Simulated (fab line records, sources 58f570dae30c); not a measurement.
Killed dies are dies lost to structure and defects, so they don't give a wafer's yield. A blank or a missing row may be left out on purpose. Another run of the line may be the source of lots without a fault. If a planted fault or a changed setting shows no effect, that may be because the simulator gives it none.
Matching of chambers	flow berkeley-cmos170	UCB170_M1_ETCH_11 on rie-diel-01 has 4 sister chambers
The step etches BARC in N2/H2. 14 wafers are shown with their chamber, then 7 later ones without.

## WAFERS PAIRED WITH THEIR CHAMBERS
wafer	chamber	throttle-valve-pct (%)	drypump-motor-current-A (A)	oes-product-au (a.u.)
L362.1	1	13.22	5.7	1.010
L362.2	0	13.49	5.0	1.004
L362.3	2	12.87	5.4	1.051
L363.2	1	13.21	5.8	1.007
L363.4	0	13.50	5.0	0.998
L363.5	0	13.51	5.0	0.995
L365.2	2	12.88	5.4	1.042
L365.3	0	13.51	5.0	1.013
L365.5	0	13.50	5.0	1.003
L369.3	2	12.88	5.4	1.049
L369.4	0	13.51	5.0	0.997
L369.5	3	13.11	6.1	1.030
L378.1	1	13.22	5.7	1.006
L378.5	3	13.12	6.2	1.022

SIGNATURES (averages over the wafers above)
reading	chamber 0	chamber 1	chamber 2	chamber 3	scatter within a chamber
throttle-valve-pct	13.5033	13.2167	12.8767	13.1150	0.00719
drypump-motor-current-A	5.000	5.733	5.400	6.150	0.0342
oes-product-au	1.00167	1.00767	1.04733	1.02600	0.00548
Rule: a wafer's distance from a chamber is the root of the sum, over the readings, of the square of ((its reading less the chamber's mean) divided by the reading's scatter). If the next closest chamber is less than 2 further off than the closest, the wafer can't be placed; otherwise it belongs to the closest. The scatter: the root of (the sum of the squares of (reading less its chamber's mean) over the shown wafers, divided by (wafers less chambers)).

## WAFERS WITHOUT THEIR CHAMBER
wafer	throttle-valve-pct (%)	drypump-motor-current-A (A)	oes-product-au (a.u.)
L378.6	12.88	5.4	1.029
L382.4	13.49	5.0	1.008
L382.5	13.23	5.7	1.013
L382.6	12.87	5.4	1.043
L381.1	13.11	6.2	1.027
L381.2	12.88	5.4	1.035
L381.5	13.24	5.8	1.012

## WHICH CHAMBER EACH WENT THROUGH
wafer	from the rows above	in truth
L378.6	2	2
L382.4	0	0
L382.5	1	1
L382.6	2	2
L381.1	3	3
L381.2	2	2
L381.5	1	1
Correctly placed: 7 of 7. Not placeable from these rows: 0. 0 placed wrongly.
